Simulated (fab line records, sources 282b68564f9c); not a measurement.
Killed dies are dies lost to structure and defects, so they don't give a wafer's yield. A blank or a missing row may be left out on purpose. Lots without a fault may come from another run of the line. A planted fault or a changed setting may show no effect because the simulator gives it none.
Which tool did it? | flow rit_cmos | 12 lots, 36 wafers sampled, at 5 steps of a route of 202

WHAT THE GAUGES READ, wafer by wafer
RIT_ACTIVE_BOW_MEAS_00. Usual: INCOMING_BOW 0 um, standard deviation 7.5.
lot  | measured    | on            | INCOMING_BOW (um) | flag
L374 | day 1 10:01 | film_metro-02 | -14 -9 -4         |
L375 | day 1 15:01 | film_metro-04 | 9 14 2            |
L376 | day 1 20:01 | film_metro-04 | -3 -2 -9          |
L377 | day 2 01:00 | film_metro-04 | 1 -12 -1          |
L378 | day 2 06:00 | film_metro-04 | 5 0 10            |
L380 | day 2 16:00 | film_metro-01 | 5 8 -4            |
L384 | day 3 12:00 | film_metro-02 | -5 -4 -7          |
L386 | day 3 22:01 | film_metro-02 | -26 5 -5          |
L388 | day 4 08:00 | film_metro-01 | -7 -1 7           |
L392 | day 5 04:00 | film_metro-01 | -9 -7 5           |
L393 | day 5 09:00 | film_metro-04 | -4 18 16          |
L396 | day 6 00:01 | film_metro-02 | -11 -1 0          |

RIT_NWELL_TW_MEAS_10. Usual: NWELL_TW 2160, standard deviation 18.
lot  | measured    | on            | NWELL_TW       | flag
L374 | day 1 20:58 | film_metro-03 | 2145 2146 2147 |
L375 | day 2 02:21 | film_metro-01 | 2170 2179 2184 |
L376 | day 2 07:40 | film_metro-01 | 2170 2178 2189 |
L377 | day 2 12:11 | film_metro-01 | 2173 2187 2170 |
L378 | day 2 17:14 | film_metro-01 | 2177 2181 2175 |
L380 | day 3 02:47 | film_metro-04 | 2164 2155 2172 |
L384 | day 4 00:26 | film_metro-01 | 2178 2172 2181 |
L386 | day 4 10:03 | film_metro-03 | 2143 2149 2149 |
L388 | day 4 20:33 | film_metro-01 | 2175 2170 2181 |
L392 | day 5 19:28 | film_metro-04 | 2176 2183 2181 |
L393 | day 6 02:29 | film_metro-04 | 2153 2155 2150 |
L396 | day 6 14:44 | film_metro-04 | 2158 2157 2166 |

RIT_PWELL_OVL_MEAS_06. Usual: PWELL_OVL 0.5 nm, standard deviation 1.3.
lot  | measured    | on         | PWELL_OVL (nm)    | flag
L374 | day 1 21:56 | overlay-01 | 0.6 0.6 -0.9      |
L375 | day 2 03:29 | overlay-01 | 2.5 1.2 1.6       |
L376 | day 2 08:44 | overlay-01 | -1.6 -1.3 0.8     |
L377 | day 2 13:07 | overlay-01 | 419.6 419.0 418.2 | OFF
L378 | day 2 18:25 | overlay-01 | 1.2 0.2 0.3       |
L380 | day 3 03:52 | overlay-01 | 419.0 420.8 419.1 | OFF
L384 | day 4 01:29 | overlay-01 | 420.0 417.9 419.3 | OFF
L386 | day 4 11:03 | overlay-02 | 2.0 2.2 1.1       |
L388 | day 4 21:37 | overlay-01 | 1.9 1.1 0.0       |
L392 | day 5 20:32 | overlay-01 | 2.9 1.9 1.7       |
L393 | day 6 03:26 | overlay-01 | -1.5 -1.0 0.3     |
L396 | day 6 15:48 | overlay-01 | 3.0 0.6 2.7       |

RIT_FOX2_THK_MEAS_91. Usual: FIELD_OXIDE_LEFT_2_THK 254 nm, standard deviation 7.5.
lot  | measured    | on            | FIELD_OXIDE_LEFT_2_THK (nm) | flag
L374 | day 2 07:44 | film_metro-03 | 249 252 264                 |
L375 | day 2 13:22 | film_metro-03 | 261 266 264                 |
L376 | day 2 18:38 | film_metro-03 | 253 251 252                 |
L377 | day 2 23:35 | film_metro-03 | 261 259 254                 |
L378 | day 3 04:04 | film_metro-03 | 257 255 252                 |
L380 | day 3 13:56 | film_metro-01 | 259 256 258                 |
L384 | day 4 11:35 | film_metro-03 | 245 238 236                 |
L386 | day 4 21:42 | film_metro-03 | 239 242 237                 |
L388 | day 5 07:59 | film_metro-03 | 254 252 260                 |
L392 | day 6 08:25 | film_metro-02 | 269 267 270                 |
L393 | day 6 13:24 | film_metro-02 | 261 256 260                 |
L396 | day 7 02:10 | film_metro-03 | 251 250 254                 |

WHICH TOOL RAN EACH LOT (tool, then ch and the chambers of the sampled wafers, then the start)
lot  | RIT_PWELL_EXPOSE_03
L374 | iline_stepper-02 ch 0, day 1 21:29
L375 | iline_stepper-01 ch 0, day 2 03:04
L376 | iline_stepper-02 ch 0, day 2 08:19
L377 | iline_stepper-02 ch 0, day 2 12:41
L378 | iline_stepper-01 ch 0, day 2 17:59
L380 | iline_stepper-02 ch 0, day 3 03:26
L384 | iline_stepper-02 ch 0, day 4 01:04
L386 | iline_stepper-01 ch 0, day 4 10:38
L388 | iline_stepper-01 ch 0, day 4 21:11
L392 | iline_stepper-01 ch 0, day 5 20:07
L393 | iline_stepper-01 ch 0, day 6 03:00
L396 | iline_stepper-01 ch 0, day 6 15:23
- RIT_PWELL_EXPOSE_03: exposes mask M3, target cd 43700 nm.

WHAT THE TOOLS THEMSELVES READ (means of the sampled wafers that have a number; where no wafer has one, the mark that the record gives instead)
The record holds no such reading with a usual standard deviation.

THE ANSWER, worked out from the rows above alone
Rule: a lot is off if the mean of its wafers that have a number lies more than 3 standard deviations from the usual mean. A lot without any number at a reading at which 4 lots or more have one is off too. The other lots that the step has rows for count as sound. The gauges are gone through in route order, then the tools' own readings, and for those a lot's mean is taken as printed above. The first step at which some lot is off is used, and at that step the reading that is off furthest; a lot without a number counts as furthest.
Off: L377, L380, L384, at RIT_PWELL_OVL_MEAS_06 (PWELL_OVL).
A tool fits if, at a process step before that reading, it ran every lot that is off, and no sound lot after the first of them. The gauges at RIT_PWELL_OVL_MEAS_06 are tried like those tools. One fits: iline_stepper-02 at RIT_PWELL_EXPOSE_03. Its last sound lot is L376 (day 2 08:19), its first lot that is off L377 (day 2 12:41): a fault that began between those two fits.

WHAT THE SIMULATOR HAD PUT IN
Scanner matching overlay: iline_stepper-02, from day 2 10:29 on, at RIT_PWELL_EXPOSE_03. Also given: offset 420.
Lots struck among those shown: L377, L380, L384. The rule above found the same.
